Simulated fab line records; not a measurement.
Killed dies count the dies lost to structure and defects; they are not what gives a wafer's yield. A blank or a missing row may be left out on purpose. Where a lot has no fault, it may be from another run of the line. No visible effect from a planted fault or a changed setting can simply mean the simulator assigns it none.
fab line records | flow rit_cmos
[record] lots = 14 wafers = 42 last_day = 7
route steps=202 shown ACTIVE@17 M1@202
lots that met no fault: taken from a fault-free run of the same line
start_h: hours from the record's opening day to when the first of the lot's shown wafers began | wait_h: how many hours have passed since the lot's step before this one | " identical to the entry in the row above | L1.1+2: a single row standing in for several wafers | - no value, or no start given | * or withheld: withheld | < > ~ a bound
route shown NAME@n: NAME is a module with steps in the file, n the number in the route of the first one | usual: the fault-free wafers' mean and standard deviation | same: alike in all rows | chamber/n: place in a boat | sites: each site's reading | _std_site: the values' standard deviation | _edge_site: the outer-site mean with the inner-site mean subtracted | radius_mm: for every site, how far away it sits from the centre of the wafer | mask NAME#n: copy n | behind: the last tool/chamber to shape the wafer | hold: why the lot went on hold/how many hours it stayed there/how the hold came to an end | device: which transistor (n, p or np) failed to switch | end of line: the same wafers' tests at the end of the route | a step given without rows: its recipe and nothing more | killed: the dies lost at the first sort to structure and to defects; this is not the yield of the wafer | map: a wafer's dies, x killed, . not, _ none there
set.NAME: the setting as run; set.NAME@STEP: as run at that earlier step | model.NAME: the simulator's own value behind a step, which no gauge read
a sample of lots followed through the steps of the route, with each step as a table and each wafer as a row
[[steps]]
[step RIT_ACTIVE_CLEAN_15]
[recipe] chemistry = SC1 mix = 3:3:50 time_s = 600 temp_c = 75
[usual] bath_guard_temp_C = 75.0/0.54 bath_heat_duty_pct = 15.0/1.9 time_s = 600/0
// columns lot.wafer tool chamber start_h wait_h bath_guard_temp_C bath_heat_duty_pct time_s
L786.1 wet_bench-01 1 15.26 0.1 75.5 15.5 600
L786.2 " 1 " " 75.4 14.8 600
L786.5 " 1 " " 75.3 16.4 600
L787.1 wet_bench-02 3 20.70 0.1 74.6 14.0 600
L787.3 " 3 " " 74.5 14.4 600
L787.4 " 3 " " 74.8 14.5 600
L791.1 wet_bench-02 2 40.40 0.1 74.4 13.6 600
L791.4 " 2 " " 74.7 13.7 600
L791.5 " 2 " " 74.2 12.9 600
L793.2 wet_bench-03 3 50.40 0.1 76.2 16.2 600
L793.5 " 3 " " 76.1 17.3 600
L793.6 " 3 " " 76.2 17.2 600
L795.1 wet_bench-02 0 65.75 0.1 74.7 15.3 600
L795.2 " 0 " " 74.8 14.9 600
L795.4 " 0 " " 75.2 16.3 600
L797.3 wet_bench-01 1 70.14 0.1 - - -
L797.4 " 1 " " - - -
L797.5 " 1 " " - - -
L798.1 wet_bench-01 3 76.69 0.1 - - -
L798.2 " 3 " " - - -
L798.5 " 3 " " - - -
L802.2 wet_bench-01 3 96.02 0.1 75.6 15.8 600
L802.3 " 3 " " 75.8 15.7 600
L802.4 " 3 " " 75.8 16.5 600
L803.1 wet_bench-02 3 100.14 0.1 74.4 15.1 600
L803.2 " 3 " " 74.6 13.5 600
L803.3 " 3 " " 74.4 14.1 600
L804.2 wet_bench-01 3 106.19 0.1 75.9 14.8 600
L804.3 " 3 " " 75.5 14.8 600
L804.6 " 3 " " 75.6 16.5 600
L805.1 wet_bench-02 0 112.37 0.1 75.2 16.0 600
L805.3 " 0 " " 75.0 14.9 600
L805.6 " 0 " " 74.7 14.5 600
L806.4 wet_bench-02 3 117.77 0.0 74.5 12.8 600
L806.5 " 3 " " 74.3 13.6 600
L806.6 " 3 " " 74.4 15.0 600
L807.2 wet_bench-02 2 121.80 0.1 74.5 12.1 600
L807.3 " 2 " " 74.7 12.6 600
L807.6 " 2 " " 74.4 12.5 600
L809.2 wet_bench-02 2 130.26 0.1 74.7 13.0 600
L809.5 " 2 " " 74.2 12.8 600
L809.6 " 2 " " 74.4 12.1 600
[step RIT_M1_PROBE_99]
[usual] killed_at_contacts = 0.1/0.27 killed_at_front_end = 6/3 killed_dies = 7/3 killed_open = 3.1/2 killed_short = 3.4/2
[same] gross_dies = 264 killed_at_M0_to_M3 = 0 killed_at_M4_up = 0 killed_at_back_side = 0 killed_at_other = 0
// columns lot.wafer tool chamber start_h wait_h killed_at_contacts killed_at_front_end killed_dies killed_open killed_short
L791.1 prober-02 - 89.64 0.1 0 4 4 0 4
L791.4 prober-02 - 89.79 0.2 0 5 5 3 2
L791.5 prober-02 - 89.84 0.2 0 6 6 2 4
L797.3 prober-02 - 120.57 0.2 0 6 6 3 3
L797.4 prober-02 - 120.62 0.2 0 10 10 5 5
L797.5 prober-02 - 120.67 0.2 0 11 11 5 6
L802.2 prober-02 - 150.40 0.1 0 2 2 1 1
L802.3 prober-02 - 150.45 0.2 0 7 7 4 3
L802.4 prober-02 - 150.50 0.2 0 4 4 2 2
// killed by level:class
L791.1 SILICIDE:geometric_particle:short=2 FOX2:geometric_particle:short=1 SPACER:geometric_particle:short=1
L791.4 FOX2:geometric_particle:open=1 GATE:geometric_particle:open=1 REOX:geometric_particle:short=1 SPACER:geometric_particle:open=1 SPACER:geometric_particle:short=1
L791.5 SPACER:geometric_particle:short=2 FOX1:geometric_particle:short=1 GATE:geometric_particle:short=1 REOX:geometric_particle:open=1 SPACER:geometric_particle:open=1
L797.3 FOX2:geometric_particle:open=2 FOX1:geometric_particle:open=1 FOX1:geometric_particle:short=1 FOX2:geometric_particle:short=1 GATE:geometric_particle:short=1
L797.4 GATE:geometric_particle:open=3 FOX2:geometric_particle:short=2 FOX1:geometric_particle:open=1 FOX1:geometric_particle:short=1 FOX2:geometric_particle:open=1 GATE:geometric_particle:short=1 SILICIDE:geometric_particle:short=1
L797.5 GATE:geometric_particle:short=3 FOX1:geometric_particle:short=2 FOX2:geometric_particle:open=2 GATE:geometric_particle:open=2 REOX:geometric_particle:open=1 SILICIDE:geometric_particle:short=1
L802.2 GATE:geometric_particle:short=1 SPACER:geometric_particle:open=1
L802.3 GATE:geometric_particle:open=2 SPACER:geometric_particle:open=2 FOX1:geometric_particle:short=1 GATE:geometric_particle:short=1 SILICIDE:geometric_particle:short=1
L802.4 FOX1:geometric_particle:open=1 FOX1:geometric_particle:short=1 GATE:geometric_particle:short=1 GATE:geometric_particle:open=1
[[key]]
[first_sign] step = RIT_ACTIVE_CLEAN_15 reading = tool_record direction = missing
effect none on later readings
met_at RIT_ACTIVE_CLEAN_15
struck_lots L797,L798
tester_left_out L797,L798
onset_between 15.26 70.14
[fault] kind = skipped_step_whole tool = wet_bench-01 chamber = - onset_h = 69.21 steps = RIT_ACTIVE_CLEAN_15 scope = struck_lots_only
// tester_left_out: of these lots the tester's yield and bins aren't shown, on N5 and GAA mostly nor the transistor test; their killed dies are dies lost to structure and defects alone, not to doping, threshold or leakage, so they don't give the yield
